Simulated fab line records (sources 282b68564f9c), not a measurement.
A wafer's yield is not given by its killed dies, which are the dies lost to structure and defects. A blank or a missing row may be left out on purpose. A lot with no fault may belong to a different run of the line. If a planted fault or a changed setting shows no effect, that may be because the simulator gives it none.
fab line records	flow rit_cmos
record: lots: 5	wafers: 23
route steps=202 shown M1@195
start_h: the number of hours between the record's first day and the start of the first shown wafer of the lot	wait_h: time in hours since the lot's previous step	" same as the row above	L1.1+2: several wafers, shown together as one row	- no value, or no start given	* or withheld: withheld	< > ~ a bound
route shown NAME@n: names a module that has steps shown in the file, with the first one's number in the route	usual: mean/standard deviation taken from wafers without a fault	same: alike in all rows	chamber/n: place in a boat	sites: readings site by site	_std_site: standard deviation of those values	_edge_site: the outer-site mean with the inner-site mean subtracted	radius_mm: for every site, how far away it sits from the centre of the wafer	mask NAME#n: copy n	behind: the most recent tool/chamber to have shaped the wafer	hold: reason for holding the lot/hours on hold/outcome of the hold	device: names the non-switching transistor (n, p or np)	end of line: the same wafers' tests at the end of the route	a step with no rows: only its recipe	killed: the dies lost at the first sort to structure and to defects; this is not the yield of the wafer	map: a wafer's dies, x killed, . not, _ none there
set.NAME: the setting that was run; set.NAME@STEP: the one run at that earlier step	model.NAME: the simulator's own value behind a step, which no gauge read
lots run with intentionally changed settings; tables by step, rows by wafer
== steps ==
step: RIT_M1_HARDBAKE_11
recipe: resist: NOVOLAK	temp_c: 140	time_s: 120
lot.wafer	tool	chamber	start_h	wait_h	set.temp_c
L078.1+3+5	litho_track-01	0	75.60	0.0	140
L079.1+5+6	litho_track-04	0	78.58	0.0	140
L079.3+4	"	0	"	"	136.7
L080.1+3+6	litho_track-04	0	84.42	0.0	136.9
L080.4+5	"	0	"	"	140
L082.1+5	litho_track-04	0	96.03	0.0	140
L082.2+4+6	"	0	"	"	136.3
L084.1+3+4+5+6	litho_track-02	0	110.22	0.1	140
step: RIT_M1_METAL_ETCH_12
recipe: stop_on: SiO2	chemistry: Cl2/BCl3	target: Al	time_s: 165	over_etch_frac: 0.5	pressure_mtorr: 100	target_depth_a: 6000	rf_w: 250	Cl2_flow_sccm: 60	bcl3_flow_sccm: 50
usual: oes_product_au: 0.774/0.01
lot.wafer	tool	chamber	start_h	wait_h	set.time_s@M1_SPUTTER_00	oes_product_au
L078.1	rie_metal-01	0	75.85	0.2	500	0.776
L078.3	"	1	"	"	500	0.778
L078.5	"	0	"	"	500	0.779
L079.1	rie_metal-03	0	78.83	0.2	557.8	0.833
L079.3	"	0	"	"	500	0.784
L079.4	"	1	"	"	500	0.762
L079.5	"	0	"	"	500	0.786
L079.6	"	1	"	"	557.8	0.805
L080.1	rie_metal-04	1	84.67	0.2	532.9	0.798
L080.3	"	1	"	"	500	0.771
L080.4	"	0	"	"	500	0.771
L080.5	"	0	"	"	532.9	0.804
L080.6	"	1	"	"	532.9	0.807
L082.1	rie_metal-03	0	96.28	0.2	467.9	0.762
L082.2	"	1	"	"	500	0.755
L082.4	"	0	"	"	500	0.776
L082.5	"	1	"	"	467.9	0.723
L082.6	"	0	"	"	467.9	0.750
L084.1	rie_metal-01	1	110.47	0.2	500	0.775
L084.3	"	0	"	"	436.3	0.720
L084.4	"	1	"	"	436.3	0.710
L084.5	"	0	"	"	436.3	0.711
L084.6	"	1	"	"	500	0.778
step: RIT_M1_STRIP_13
recipe: chemistry: nmp	resist: NOVOLAK	temp_c: 80	time_s: 600	dry: n2_spin
step: RIT_M1_STRIP_14
recipe: chemistry: O2	time_s: 180	platen_temp_c: withheld	power_w: 500	pressure_mtorr: 4000	o2_flow_sccm: 4000
step: RIT_M1_ANNEAL_15
recipe: temp_c: 450	time_s: 1800	ambient: forming_gas_H2N2
step: RIT_M1_PROBE_99
lot.wafer	tool	chamber	start_h	wait_h	set.time_s@SILICIDE_WET_ETCH_00	model.etest.pldd.width_nm
L078.1	prober-02	-	78.47	0.1	15	3204
L078.3	prober-02	-	78.57	0.2	15	3183
L078.5	prober-02	-	78.67	0.2	15	3195
L079.1	prober-02	-	81.08	0.1	13.39	3244
L079.3	prober-02	-	81.18	0.2	13.39	3247
L079.4	prober-02	-	81.23	0.2	13.39	3232
L079.5	prober-02	-	81.28	0.2	13.39	3225
L079.6	prober-02	-	81.33	0.2	13.39	3248
L080.1+5	prober-01	-	87.93	0.1	16.31	3146
L080.3	prober-01	-	88.03	0.2	16.31	3129
L080.4	prober-01	-	88.08	0.2	16.31	3164
L080.6	prober-01	-	88.18	0.2	16.31	3161
L082.1	prober-01	-	99.68	0.1	15	3208
L082.2	prober-01	-	99.73	0.1	15	3202
L082.4	prober-01	-	99.83	0.2	15	3200
L082.5	prober-01	-	99.88	0.2	15	3201
L082.6	prober-01	-	99.93	0.2	15	3186
L084.1	prober-01	-	113.48	0.1	16.53	3136
L084.3	prober-01	-	113.58	0.2	16.53	3130
L084.4	prober-01	-	113.63	0.2	16.53	3147
L084.5	prober-01	-	113.68	0.2	16.53	3156
L084.6	prober-01	-	113.73	0.2	16.53	3152
killed by level:class
L078.1 GATE:geometric_particle:open=6 GATE:geometric_particle:short=4 FOX1:geometric_particle:open=1 REOX:geometric_particle:short=1 SPACER:geometric_particle:short=1
L078.3 GATE:geometric_particle:open=2 FOX1:geometric_particle:short=1 FOX2:geometric_particle:open=1 GATE:geometric_particle:short=1 REOX:geometric_particle:short=1 SPACER:geometric_particle:short=1 SILICIDE:geometric_particle:open=1
L078.5 FOX2:geometric_particle:open=1 GATE:geometric_particle:open=1 CONTACT:geometric_particle:short=1
== key ==
split: step: RIT_M1_HARDBAKE_11	setting: temp_c	stated: 140	by: wafer
response none clear
split outside_this_file step=RIT_SILICIDE_WET_ETCH_00 setting=time_s
split outside_this_file step=RIT_M1_SPUTTER_00 setting=time_s
split outside_this_file: this setting was split too, and the file shows its column; the key of that split is in another file
